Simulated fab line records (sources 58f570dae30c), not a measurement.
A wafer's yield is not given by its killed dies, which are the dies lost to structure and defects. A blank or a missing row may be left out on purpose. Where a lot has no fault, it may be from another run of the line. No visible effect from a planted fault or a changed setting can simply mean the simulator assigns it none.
Which tool is to blame? :: flow berkeley cmos170 :: 7 lots, 21 wafers sampled, at 2 steps of a route of 331

== WHAT THE GAUGES SHOWED, per wafer ==
UCB170_WELLDRIVE_THK_MEAS_02.
lot: L182
measured: day 4 02:51
on: film metro-02
WELLDRIVE_OXIDE_THK (nm): 200 198 199

lot: L187
measured: day 5 00:35
on: film metro-04
WELLDRIVE_OXIDE_THK (nm): 199 203 198

lot: L191
measured: day 5 15:16
on: film metro-02
WELLDRIVE_OXIDE_THK (nm): 198 194 195

lot: L192
measured: day 6 01:54
on: film metro-02
WELLDRIVE_OXIDE_THK (nm): 196 198 197

lot: L195
measured: day 6 16:52
on: film metro-04
WELLDRIVE_OXIDE_THK (nm): 195 196 196

lot: L199
measured: day 7 15:14
on: film metro-02
WELLDRIVE_OXIDE_THK (nm): 222 222 222

lot: L205
measured: day 8 17:51
on: film metro-01
WELLDRIVE_OXIDE_THK (nm): 192 193 195

== TOOL THAT RAN EACH LOT (tool first, then ch and the chambers of the sampled wafers, then the start) ==
lot: L182
UCB170_WELLDRIVE_OXIDATION_01: furnace-04 ch 0, day 3 23:21

lot: L187
UCB170_WELLDRIVE_OXIDATION_01: furnace-01 ch 0, day 4 21:05

lot: L191
UCB170_WELLDRIVE_OXIDATION_01: furnace-02 ch 0, day 5 11:46

lot: L192
UCB170_WELLDRIVE_OXIDATION_01: furnace-02 ch 0, day 5 22:22

lot: L195
UCB170_WELLDRIVE_OXIDATION_01: furnace-01 ch 0, day 6 13:20

lot: L199
UCB170_WELLDRIVE_OXIDATION_01: furnace-02 ch 0, day 7 11:43

lot: L205
UCB170_WELLDRIVE_OXIDATION_01: furnace-04 ch 0, day 8 14:20
- UCB170_WELLDRIVE_OXIDATION_01: target thk 199 nm, ox time 9000 s.

== THE ANSWER, worked out from the rows above alone ==
Rule: what is usual is taken from the lots themselves. Put in order of their means at a reading, lots are off if they are a third of the lots or fewer, leave a main group of 4 or more, and stand apart from it by a gap of 3 or more times the standard deviation of the main group's means; of several such gaps the widest counts. The tables above print the reading to a certain number of digits; a main group whose means all agree to those digits is not used. A lot without any number at a reading at which 4 lots or more have one is off too. Any other lot the step has rows for is counted as sound.
Off: L199, at UCB170_WELLDRIVE_THK_MEAS_02 (WELLDRIVE_OXIDE_THK). Main group: mean 197 nm, sd 2.2.
A tool fits if, at a process step before that reading, it ran every lot that is off, and no sound lot after the first of them. Those tools and the gauges at UCB170_WELLDRIVE_THK_MEAS_02 are tried in the same way. 2 tools fit, furnace-02 at UCB170_WELLDRIVE_OXIDATION_01 and film metro-02 at UCB170_WELLDRIVE_THK_MEAS_02, so this cannot tell which one it is.

== WHAT THE SIMULATOR HAD PUT IN ==
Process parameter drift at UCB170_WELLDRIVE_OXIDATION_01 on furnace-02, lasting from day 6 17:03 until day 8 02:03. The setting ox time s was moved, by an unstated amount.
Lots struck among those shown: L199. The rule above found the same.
